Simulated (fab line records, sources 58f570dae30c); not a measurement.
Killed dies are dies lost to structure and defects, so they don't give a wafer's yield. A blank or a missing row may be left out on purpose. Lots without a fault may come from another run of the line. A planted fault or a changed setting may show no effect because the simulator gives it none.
Which tool did it? | flow berkeley_cmos170 | 14 lots, 42 wafers sampled, at 6 steps of a route of 331

WHAT THE GAUGES READ, wafer by wafer
UCB170_V1_THK_MEAS_04. Usual: V1_POLISHED_THK 999.9 nm, standard deviation 1.3.
lot  | measured     | on            | V1_POLISHED_THK (nm) | flag
L132 | day 6 15:33  | film_metro-03 | 999.5 999.0 1000.1   |
L134 | day 7 17:29  | film_metro-02 | 999.1 998.8 1001.6   |
L135 | day 7 21:40  | film_metro-04 | 999.5 1001.7 1002.3  |
L136 | day 7 21:45  | film_metro-02 | 1001.4 1247.8 1249.8 | OFF
L133 | day 8 04:14  | film_metro-04 | 1248.3 997.2 1000.2  | OFF
L138 | day 8 13:22  | film_metro-02 | 1000.7 1001.8 1002.7 |
L143 | day 9 19:20  | film_metro-04 | 998.7 1000.0 1000.7  |
L149 | day 10 20:56 | film_metro-03 | 999.3 999.3 999.4    |
L150 | day 11 09:58 | film_metro-04 | 1001.2 999.5 1000.8  |
L151 | day 11 09:53 | film_metro-02 | 1003.0 999.2 1002.3  |
L155 | day 11 15:46 | film_metro-03 | 999.2 999.8 998.4    |
L154 | day 11 17:15 | film_metro-04 | 1000.8 998.4 1000.1  |
L152 | day 11 20:07 | film_metro-03 | 1001.6 1001.0 999.1  |
L153 | day 11 19:49 | film_metro-02 | 997.1 998.2 998.4    |

UCB170_M2_RS_MEAS_02: measures by four-point-probe. Usual: M2_AL_RS 0.03208 ohm/sq, standard deviation 0.00029.
lot  | measured     | on            | M2_AL_RS (ohm/sq)       | flag
L132 | day 6 17:53  | film_metro-03 | 0.03247 0.03206 0.03246 |
L134 | day 7 22:34  | film_metro-03 | 0.03184 0.03199 0.03168 |
L135 | day 7 23:47  | film_metro-03 | 0.03243 0.03251 0.03259 |
L136 | day 8 00:02  | film_metro-03 | 0.03163 0.03236 0.03225 |
L133 | day 8 08:29  | film_metro-04 | 0.03188 0.03155         |
L138 | day 8 19:11  | film_metro-01 | 0.0322 0.03219 0.03215  |
L143 | day 9 22:14  | film_metro-01 | 0.03162 0.03192 0.0318  |
L149 | day 11 03:04 | film_metro-04 | 0.0325 0.03205 0.03211  |
L150 | day 11 11:56 | film_metro-04 | 0.03197 0.03212 0.03186 |
L151 | day 11 11:41 | film_metro-03 | 0.03194 0.03205 0.03192 |
L155 | day 11 17:49 | film_metro-04 | 0.03226 0.0322 0.0326   |
L154 | day 11 19:23 | film_metro-01 | 0.03207 0.03181 0.03205 |
L152 | day 11 23:17 | film_metro-01 | 0.03193 0.03184 0.03216 |
L153 | day 11 22:59 | film_metro-01 | 0.03201 0.0324 0.03248  |

WHICH TOOL RAN EACH LOT (tool, then ch and the chambers of the sampled wafers, then the start)
lot  | UCB170_CONTACT_STRIP_06              | UCB170_M1_STRIP_13                   | UCB170_V1_CMP_02              | UCB170_V1_ETCH_14
L132 | plasma_asher-03 ch 0,1, day 6 03:35  | plasma_asher-03 ch 0,1, day 6 07:14  | cmp-01 ch 0,2,3, day 6 15:13  | rie_diel-01 ch 1,2,3, day 6 17:19
L134 | plasma_asher-02 ch 0,1, day 7 08:57  | plasma_asher-04 ch 0,1, day 7 12:31  | cmp-01 ch 0,2,3, day 7 17:04  | rie_diel-02 ch 0,2,3, day 7 22:01
L135 | plasma_asher-01 ch 0,1, day 7 12:51  | plasma_asher-02 ch 0,1, day 7 16:33  | cmp-02 ch 1,2,3, day 7 21:15  | rie_diel-03 ch 1,2, day 7 23:14
L136 | plasma_asher-03 ch 0,1, day 7 13:11  | plasma_asher-04 ch 0,1, day 7 16:41  | cmp-01 ch 0,1, day 7 21:23    | rie_diel-02 ch 0,2,3, day 7 23:29
L133 | plasma_asher-01 ch 0,1, day 7 16:48  | plasma_asher-03 ch 0,1, day 7 22:43  | cmp-01 ch 0,1,2, day 8 03:48  | rie_diel-03 ch 0,2,3, day 8 07:50
L138 | plasma_asher-03 ch 0,1, day 8 03:06  | plasma_asher-03 ch 0,1, day 8 07:44  | cmp-02 ch 0,1, day 8 12:57    | rie_diel-01 ch 0,3, day 8 18:38
L143 | plasma_asher-01 ch 0,1, day 9 11:26  | plasma_asher-04 ch 0,1, day 9 14:59  | cmp-02 ch 0,2, day 9 18:54    | rie_diel-01 ch 1,3, day 9 21:40
L149 | plasma_asher-02 ch 0,1, day 10 10:59 | plasma_asher-04 ch 0,1, day 10 15:53 | cmp-02 ch 0,2,3, day 10 20:34 | rie_diel-03 ch 0,1, day 11 02:31
L150 | plasma_asher-03 ch 0,1, day 10 23:02 | plasma_asher-02 ch 0,1, day 11 04:30 | cmp-02 ch 0,1,2, day 11 09:38 | rie_diel-02 ch 1,3, day 11 11:22
L151 | plasma_asher-03 ch 0,1, day 10 23:26 | plasma_asher-03 ch 0, day 11 04:58   | cmp-01 ch 0,1,3, day 11 09:28 | rie_diel-01 ch 1,3, day 11 11:07
L155 | plasma_asher-02 ch 0,1, day 11 08:35 | plasma_asher-04 ch 0,1, day 11 11:57 | cmp-01 ch 0,1, day 11 15:19   | rie_diel-02 ch 1,2,3, day 11 17:12
L154 | plasma_asher-01 ch 0,1, day 11 10:23 | plasma_asher-02 ch 0,1, day 11 13:56 | cmp-02 ch 0,2,3, day 11 16:49 | rie_diel-03 ch 0,1,2, day 11 18:50
L152 | plasma_asher-01 ch 1, day 11 12:10   | plasma_asher-02 ch 0,1, day 11 16:15 | cmp-01 ch 1,2,3, day 11 19:41 | rie_diel-01 ch 0,1,2, day 11 22:43
L153 | plasma_asher-03 ch 0,1, day 11 12:15 | plasma_asher-04 ch 0,1, day 11 16:37 | cmp-02 ch 0,1,3, day 11 19:23 | rie_diel-03 ch 1,2,3, day 11 22:26
- UCB170_CONTACT_STRIP_06: strips in O2.
- UCB170_M1_STRIP_13: strips in O2.
- UCB170_V1_CMP_02: polishes SiO2.
- UCB170_V1_ETCH_14: etches SiO2 in CHF3/CF4/Ar, stops on Al, target depth 1250 nm, time 291 s.

WHAT THE TOOLS THEMSELVES READ (means of the sampled wafers that have a number; where no wafer has one, the mark that the record gives instead)
UCB170_CONTACT_STRIP_06. Usual: drypump_motor_current_A 5.8 A, standard deviation 0.55; oes_product_au 0.735 a.u., standard deviation 0.0045; strip_time_to_endpoint_s 21.96 s, standard deviation 0.057.
lot  | tool            | drypump_motor_current_A (A) | oes_product_au (a.u.) | strip_time_to_endpoint_s (s) | flag
L132 | plasma_asher-03 | 5.1                         | 0.732                 | 21.92                        |
L134 | plasma_asher-02 | 6.1                         | 0.736                 | 21.92                        |
L135 | plasma_asher-01 | 5.9                         | 0.732                 | 21.88                        |
L136 | plasma_asher-03 | 5.1                         | 0.733                 | 22.06                        |
L133 | plasma_asher-01 | 6.2                         | 0.732                 | 21.94                        |
L138 | plasma_asher-03 | 5.1                         | 0.734                 | 21.91                        |
L143 | plasma_asher-01 | 5.9                         | 0.733                 | 21.94                        |
L149 | plasma_asher-02 | 6.1                         | 0.737                 | 21.99                        |
L150 | plasma_asher-03 | 5.1                         | 0.737                 | 21.95                        |
L151 | plasma_asher-03 | 5.1                         | 0.738                 | 22.04                        |
L155 | plasma_asher-02 | 6.1                         | 0.736                 | 21.98                        |
L154 | plasma_asher-01 | 5.9                         | 0.739                 | 21.93                        |
L152 | plasma_asher-01 | 5.6                         | 0.734                 | 22.02                        |
L153 | plasma_asher-03 | 5.1                         | 0.731                 | 21.94                        |

UCB170_M1_STRIP_13. Usual: drypump_motor_current_A 5.5 A, standard deviation 0.36; oes_product_au 0.720 a.u., standard deviation 0.0042.
lot  | tool            | drypump_motor_current_A (A) | oes_product_au (a.u.) | flag
L132 | plasma_asher-03 | 5.1                         | 0.718                 |
L134 | plasma_asher-04 | 5.5                         | 0.720                 |
L135 | plasma_asher-02 | 6.1                         | 0.719                 |
L136 | plasma_asher-04 | 5.5                         | 0.724                 |
L133 | plasma_asher-03 | 5.1                         | 0.721                 |
L138 | plasma_asher-03 | 5.1                         | 0.719                 |
L143 | plasma_asher-04 | 5.5                         | 0.719                 |
L149 | plasma_asher-04 | 5.5                         | 0.722                 |
L150 | plasma_asher-02 | 6.0                         | 0.722                 |
L151 | plasma_asher-03 | 5.2                         | 0.722                 |
L155 | plasma_asher-04 | 5.5                         | 0.724                 |
L154 | plasma_asher-02 | 6.0                         | 0.722                 |
L152 | plasma_asher-02 | 6.0                         | 0.718                 |
L153 | plasma_asher-04 | 5.5                         | 0.719                 |

UCB170_V1_CMP_02. Usual: motor_current_A 16.2 A, standard deviation 1.3; platen_rpm 60.00 rpm, standard deviation 0.035; slurry_flow_ml_min 150.0, standard deviation 0.48.
lot  | tool   | motor_current_A (A) | platen_rpm (rpm) | slurry_flow_ml_min | flag
L132 | cmp-01 | 16.9                | 59.96            | 149.5              |
L134 | cmp-01 | 16.6                | 60.01            | 150.2              |
L135 | cmp-02 | 15.2                | 60.01            | 149.6              |
L136 | cmp-01 | 17.6                | 60.00            | 149.1              |
L133 | cmp-01 | 17.0                | 59.95            | 149.9              |
L138 | cmp-02 | 16.5                | 59.95            | 149.3              |
L143 | cmp-02 | 14.5                | 59.99            | 150.2              |
L149 | cmp-02 | 15.0                | 60.01            | 150.3              |
L150 | cmp-02 | 15.2                | 60.00            | 150.1              |
L151 | cmp-01 | 16.8                | 60.03            | 150.0              |
L155 | cmp-01 | 17.2                | 60.01            | 149.7              |
L154 | cmp-02 | 15.5                | 59.99            | 150.3              |
L152 | cmp-01 | 16.4                | 60.00            | 150.3              |
L153 | cmp-02 | 15.9                | 59.98            | 149.7              |

UCB170_V1_ETCH_14. Usual: drypump_motor_current_A 5.7 A, standard deviation 0.42; mfc_ar_sccm 150.0 sccm, standard deviation 0.45; oes_product_au 0.875 a.u., standard deviation 0.014; throttle_valve_pct 7.01 %, standard deviation 0.15.
lot  | tool        | drypump_motor_current_A (A) | mfc_ar_sccm (sccm) | oes_product_au (a.u.) | throttle_valve_pct (%) | flag
L132 | rie_diel-01 | 5.6                         | 150.2              | 0.867                 | 6.98                   |
L134 | rie_diel-02 | 5.9                         | 149.9              | 0.864                 | 7.02                   |
L135 | rie_diel-03 | 5.9                         | 149.9              | 0.883                 | 6.97                   |
L136 | rie_diel-02 | 5.9                         | 150.3              | 0.941                 | 7.02                   | OFF
L133 | rie_diel-03 | 5.9                         | 149.5              | 0.920                 | 6.94                   | OFF
L138 | rie_diel-01 | 5.1                         | 149.8              | 0.876                 | 7.21                   |
L143 | rie_diel-01 | 5.3                         | 149.5              | 0.877                 | 7.08                   |
L149 | rie_diel-03 | 6.0                         | 150.2              | 0.887                 | 7.03                   |
L150 | rie_diel-02 | 5.7                         | 149.8              | 0.868                 | 7.00                   |
L151 | rie_diel-01 | 5.3                         | 150.5              | 0.875                 | 7.06                   |
L155 | rie_diel-02 | 5.7                         | 149.5              | 0.866                 | 7.07                   |
L154 | rie_diel-03 | 5.9                         | 150.0              | 0.878                 | 6.96                   |
L152 | rie_diel-01 | 5.6                         | 149.9              | 0.877                 | 6.94                   |
L153 | rie_diel-03 | 6.0                         | 150.1              | 0.876                 | 6.97                   |

THE ANSWER, worked out from the rows above alone
Rule: a lot is off if the mean of its wafers that have a number lies more than 3 standard deviations from the usual mean. A lot without any number at a reading at which 4 lots or more have one is off too. The other lots that the step has rows for count as sound. The gauges are gone through in route order, then the tools' own readings, and for those a lot's mean is taken as printed above. The first step at which some lot is off is used, and at that step the reading that is off furthest; a lot without a number counts as furthest.
Off: L136, L133, at UCB170_V1_THK_MEAS_04 (V1_POLISHED_THK).
A tool fits if, at a process step before that reading, it ran every lot that is off, and no sound lot after the first of them. The gauges at UCB170_V1_THK_MEAS_04 aren't tried: what is off there is off at UCB170_V1_ETCH_14 too, on other tools, and a gauge's error can't cause that. None of those tried fits.

WHAT THE SIMULATOR HAD PUT IN
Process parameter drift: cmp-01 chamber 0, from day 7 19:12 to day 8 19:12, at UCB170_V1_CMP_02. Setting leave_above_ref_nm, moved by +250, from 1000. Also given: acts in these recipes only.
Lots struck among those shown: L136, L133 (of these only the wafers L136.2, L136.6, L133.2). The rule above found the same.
